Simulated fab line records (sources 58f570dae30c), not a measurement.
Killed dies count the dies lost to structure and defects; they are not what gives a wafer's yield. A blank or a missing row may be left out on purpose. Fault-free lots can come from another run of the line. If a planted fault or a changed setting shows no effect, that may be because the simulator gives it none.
Which tool was responsible?    flow berkeley cmos170    Sampling: 14 lots, 42 wafers, 2 of 331 route steps

== WHAT EACH GAUGE READ, for each wafer ==
UCB170_FIELD_THK_MEAS_02. Usual: FIELD_OXIDE_THK 555 nm, standard deviation 8.7.
lot   measured      on             FIELD_OXIDE_THK (nm)  flag
L698  day 5 17:59   film metro-02  568 565 567           
L697  day 5 18:04   film metro-02  565 569 566           
L702  day 6 01:49   film metro-02  555 553 566           
L700  day 6 01:52   film metro-03  563 565 559           
L703  day 6 17:47   film metro-03  556 557 560           
L706  day 7 03:27   film metro-04  558 570 567           
L707  day 7 10:19   film metro-03  551 551 562           
L708  day 8 01:40   film metro-02  548 538 542           
L709  day 8 01:40   film metro-03  546 542 547           
L710  day 8 01:44   film metro-02  564 559 560           
L714  day 9 01:46   film metro-02  547 556 551           
L716  day 9 15:02   film metro-04  547 536 546           
L717  day 9 15:02   film metro-02  554 564 561           
L720  day 10 01:36  film metro-03  555 558 551           

== EACH LOT AND THE TOOL THAT RAN IT (in order: tool; ch and the chambers of the sampled wafers; start) ==
lot   UCB170_PFIELD_STRIP_08
L698  plasma asher-03 ch 0,1, day 5 11:43
L697  plasma asher-02 ch 0,1, day 5 12:02
L702  plasma asher-03 ch 0,1, day 5 22:17
L700  plasma asher-02 ch 0,1, day 5 22:34
L703  plasma asher-02 ch 0,1, day 6 10:40
L706  plasma asher-03 ch 0,1, day 6 20:50
L707  plasma asher-03 ch 0, day 7 03:43
L708  plasma asher-01 ch 0,1, day 7 18:15
L709  plasma asher-03 ch 0,1, day 7 18:32
L710  plasma asher-01 ch 0,1, day 7 18:37
L714  plasma asher-03 ch 0,1, day 8 18:54
L716  plasma asher-03 ch 0,1, day 9 07:15
L717  plasma asher-01 ch 0,1, day 9 07:22
L720  plasma asher-02 ch 0,1, day 9 19:29
- UCB170_PFIELD_STRIP_08: strips in O2.

== AS READ BY THE TOOLS THEMSELVES (means over the sampled wafers that have a number; for cases with no such wafer, the mark the record gives instead) ==
UCB170_PFIELD_STRIP_08. Usual: drypump motor current A 5.86 A, standard deviation 0.26; oes product au 0.734 a.u., standard deviation 0.0046; strip time to endpoint s 21.61 s, standard deviation 0.069.
lot   tool             drypump motor current A (A)  oes product au (a.u.)  strip time to endpoint s (s)  flag
L698  plasma asher-03  5.78                         0.733                  21.51                         
L697  plasma asher-02  5.74                         0.732                  21.65                         
L702  plasma asher-03  5.77                         0.733                  21.59                         
L700  plasma asher-02  5.73                         0.735                  21.57                         
L703  plasma asher-02  5.72                         0.735                  21.57                         
L706  plasma asher-03  5.79                         0.734                  21.53                         
L707  plasma asher-03  6.12                         0.735                  21.64                         
L708  plasma asher-01  6.10                         0.738                  21.54                         
L709  plasma asher-03  5.76                         0.735                  21.56                         
L710  plasma asher-01  6.13                         0.734                  21.72                         
L714  plasma asher-03  5.78                         0.736                  21.67                         
L716  plasma asher-03  5.77                         0.733                  21.59                         
L717  plasma asher-01  5.92                         0.729                  21.56                         
L720  plasma asher-02  5.72                         0.736                  21.64                         

== THE ANSWER, worked out from the rows above alone ==
Rule: lot off if the mean of its wafers having a number is beyond 3 standard deviations from the usual mean. Also off: a lot with no number at a reading for which 4 or more lots have one. Where the step has rows for the other lots, those lots are counted as sound. The gauges are gone through in route order, then the tools' own readings, and for those a lot's mean is taken as printed above. At the first step where some lot is off, the reading lying furthest off is the one used; lots without a number count as furthest.
Nothing can be told from this: no lot is off at any reading shown.

== WHAT THE SIMULATOR PUT IN ==
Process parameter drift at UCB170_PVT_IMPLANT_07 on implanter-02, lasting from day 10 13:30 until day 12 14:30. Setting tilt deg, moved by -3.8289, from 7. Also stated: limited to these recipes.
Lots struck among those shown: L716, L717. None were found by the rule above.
